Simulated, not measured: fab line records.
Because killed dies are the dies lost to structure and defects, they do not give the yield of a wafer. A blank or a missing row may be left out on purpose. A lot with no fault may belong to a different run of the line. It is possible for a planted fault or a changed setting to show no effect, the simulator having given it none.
Which tool is to blame? / flow berkeleyCmos170 / Sampling: 13 lots, 39 wafers, 3 of 331 route steps

WHAT THE GAUGES READ, wafer by wafer
UCB170_ACTIVE_THK_MEAS_03. Usual: ACTIVE_OXIDE_THK gives 26.5 nm (standard deviation 0.45).
lot=L431; measured=day 4 21:35; on=filmMetro-01; ACTIVE_OXIDE_THK (nm)=26.7 26.6 26.7; flag=
lot=L432; measured=day 4 21:37; on=filmMetro-02; ACTIVE_OXIDE_THK (nm)=26.8 26.5 27.0; flag=
lot=L434; measured=day 5 08:05; on=filmMetro-03; ACTIVE_OXIDE_THK (nm)=26.7 27.0 26.3; flag=
lot=L433; measured=day 5 08:06; on=filmMetro-01; ACTIVE_OXIDE_THK (nm)=25.8 25.9 26.1; flag=
lot=L435; measured=day 5 14:17; on=filmMetro-01; ACTIVE_OXIDE_THK (nm)=26.3 26.5 26.3; flag=
lot=L436; measured=day 5 14:19; on=filmMetro-03; ACTIVE_OXIDE_THK (nm)=26.5 26.2 26.7; flag=
lot=L439; measured=day 6 08:34; on=filmMetro-03; ACTIVE_OXIDE_THK (nm)=27.1 26.9 27.0; flag=
lot=L438; measured=day 6 08:35; on=filmMetro-02; ACTIVE_OXIDE_THK (nm)=27.6 27.4 27.9; flag=
lot=L442; measured=day 6 15:46; on=filmMetro-01; ACTIVE_OXIDE_THK (nm)=26.4 26.5 25.8; flag=
lot=L441; measured=day 6 15:49; on=filmMetro-01; ACTIVE_OXIDE_THK (nm)=26.6 26.3 26.0; flag=
lot=L443; measured=day 7 11:54; on=filmMetro-01; ACTIVE_OXIDE_THK (nm)=25.1 25.5 25.9; flag=
lot=L444; measured=day 7 11:55; on=filmMetro-03; ACTIVE_OXIDE_THK (nm)=27.0 26.9 26.7; flag=
lot=L451; measured=day 9 00:26; on=filmMetro-03; ACTIVE_OXIDE_THK (nm)=26.1 25.7 25.9; flag=

UCB170_GATE_THK_MEAS_02. Usual: GATE_OXIDE_THK gives 6.62 nm (standard deviation 0.12).
lot=L431; measured=day 7 08:59; on=filmMetro-03; GATE_OXIDE_THK (nm)=6.57 6.63 6.57; flag=
lot=L432; measured=day 7 09:00; on=filmMetro-02; GATE_OXIDE_THK (nm)=6.68 6.59 6.69; flag=
lot=L434; measured=day 7 16:30; on=filmMetro-02; GATE_OXIDE_THK (nm)=6.64 6.68 6.64; flag=
lot=L433; measured=day 7 16:31; on=filmMetro-03; GATE_OXIDE_THK (nm)=6.58 6.49 6.59; flag=
lot=L435; measured=day 8 02:15; on=filmMetro-04; GATE_OXIDE_THK (nm)=6.82 6.78 6.99; flag=
lot=L436; measured=day 8 02:13; on=filmMetro-03; GATE_OXIDE_THK (nm)=6.48 6.43 6.42; flag=
lot=L439; measured=day 8 17:50; on=filmMetro-02; GATE_OXIDE_THK (nm)=6.33 6.53 6.44; flag=
lot=L438; measured=day 8 17:50; on=filmMetro-03; GATE_OXIDE_THK (nm)=6.64 6.63 6.70; flag=
lot=L442; measured=day 9 03:14; on=filmMetro-02; GATE_OXIDE_THK (nm)=6.78 6.77 6.90; flag=
lot=L441; measured=day 9 03:13; on=filmMetro-04; GATE_OXIDE_THK (nm)=6.58 6.58 6.59; flag=
lot=L443; measured=day 9 20:30; on=filmMetro-03; GATE_OXIDE_THK (nm)=6.72 6.79 6.75; flag=
lot=L444; measured=day 9 20:31; on=filmMetro-02; GATE_OXIDE_THK (nm)=6.56 6.61 6.59; flag=
lot=L451; measured=day 11 06:16; on=filmMetro-04; GATE_OXIDE_THK (nm)=6.72 6.68 6.68; flag=

WHICH TOOL RAN EACH LOT (tool, then ch and the chambers of the sampled wafers, then the start)
lot=L431; UCB170_PFIELD_STRIP_08=plasmaAsher-01 ch 0,1, day 5 11:36
lot=L432; UCB170_PFIELD_STRIP_08=plasmaAsher-01 ch 0,1, day 5 11:55
lot=L434; UCB170_PFIELD_STRIP_08=plasmaAsher-03 ch 0,1, day 5 18:30
lot=L433; UCB170_PFIELD_STRIP_08=plasmaAsher-01 ch 0, day 5 18:39
lot=L435; UCB170_PFIELD_STRIP_08=plasmaAsher-03 ch 0, day 6 01:22
lot=L436; UCB170_PFIELD_STRIP_08=plasmaAsher-03 ch 0,1, day 6 01:55
lot=L439; UCB170_PFIELD_STRIP_08=plasmaAsher-04 ch 0,1, day 6 20:56
lot=L438; UCB170_PFIELD_STRIP_08=plasmaAsher-04 ch 0,1, day 6 21:33
lot=L442; UCB170_PFIELD_STRIP_08=plasmaAsher-04 ch 0,1, day 7 06:00
lot=L441; UCB170_PFIELD_STRIP_08=plasmaAsher-01 ch 0,1, day 7 06:07
lot=L443; UCB170_PFIELD_STRIP_08=plasmaAsher-03 ch 0,1, day 8 02:07
lot=L444; UCB170_PFIELD_STRIP_08=plasmaAsher-04 ch 0,1, day 8 02:16
lot=L451; UCB170_PFIELD_STRIP_08=plasmaAsher-04 ch 0,1, day 9 15:34
- UCB170_PFIELD_STRIP_08: strips in O2.

WHAT THE TOOLS THEMSELVES READ (means of the sampled wafers that have a number; where no wafer has one, the mark that the record gives instead)
UCB170_PFIELD_STRIP_08. Usual: drypumpMotorCurrentA 5.9 A, standard deviation 0.5; oesProductAu 0.735 a.u., standard deviation 0.0046; stripTimeToEndpointS 21.63 s, standard deviation 0.064.
lot=L431; tool=plasmaAsher-01; drypumpMotorCurrentA (A)=6.2; oesProductAu (a.u.)=0.733; stripTimeToEndpointS (s)=21.64; flag=
lot=L432; tool=plasmaAsher-01; drypumpMotorCurrentA (A)=6.2; oesProductAu (a.u.)=0.735; stripTimeToEndpointS (s)=21.58; flag=
lot=L434; tool=plasmaAsher-03; drypumpMotorCurrentA (A)=5.9; oesProductAu (a.u.)=0.736; stripTimeToEndpointS (s)=21.59; flag=
lot=L433; tool=plasmaAsher-01; drypumpMotorCurrentA (A)=6.2; oesProductAu (a.u.)=0.735; stripTimeToEndpointS (s)=21.67; flag=
lot=L435; tool=plasmaAsher-03; drypumpMotorCurrentA (A)=6.7; oesProductAu (a.u.)=0.736; stripTimeToEndpointS (s)=21.75; flag=
lot=L436; tool=plasmaAsher-03; drypumpMotorCurrentA (A)=6.3; oesProductAu (a.u.)=0.736; stripTimeToEndpointS (s)=21.64; flag=
lot=L439; tool=plasmaAsher-04; drypumpMotorCurrentA (A)=5.4; oesProductAu (a.u.)=0.733; stripTimeToEndpointS (s)=21.70; flag=
lot=L438; tool=plasmaAsher-04; drypumpMotorCurrentA (A)=5.3; oesProductAu (a.u.)=0.733; stripTimeToEndpointS (s)=21.62; flag=
lot=L442; tool=plasmaAsher-04; drypumpMotorCurrentA (A)=5.4; oesProductAu (a.u.)=0.738; stripTimeToEndpointS (s)=21.64; flag=
lot=L441; tool=plasmaAsher-01; drypumpMotorCurrentA (A)=6.2; oesProductAu (a.u.)=0.738; stripTimeToEndpointS (s)=21.57; flag=
lot=L443; tool=plasmaAsher-03; drypumpMotorCurrentA (A)=6.3; oesProductAu (a.u.)=0.736; stripTimeToEndpointS (s)=21.58; flag=
lot=L444; tool=plasmaAsher-04; drypumpMotorCurrentA (A)=5.4; oesProductAu (a.u.)=0.732; stripTimeToEndpointS (s)=21.64; flag=
lot=L451; tool=plasmaAsher-04; drypumpMotorCurrentA (A)=5.6; oesProductAu (a.u.)=0.738; stripTimeToEndpointS (s)=21.71; flag=

THE ANSWER, worked out from the rows above alone
Rule: a lot is off if the mean of its wafers that have a number lies more than 3 standard deviations from the usual mean. Also off: a lot with no number at a reading for which 4 or more lots have one. All remaining lots with rows at the step are treated as sound. Order of review: gauges by route order, followed by the tools' own readings, for which a lot's mean as printed above is used. At the first step where some lot is off, the reading lying furthest off is the one used; lots without a number count as furthest.
No lot is off at any reading shown: from this, nothing can be told.

WHAT WAS PUT IN BY THE SIMULATOR
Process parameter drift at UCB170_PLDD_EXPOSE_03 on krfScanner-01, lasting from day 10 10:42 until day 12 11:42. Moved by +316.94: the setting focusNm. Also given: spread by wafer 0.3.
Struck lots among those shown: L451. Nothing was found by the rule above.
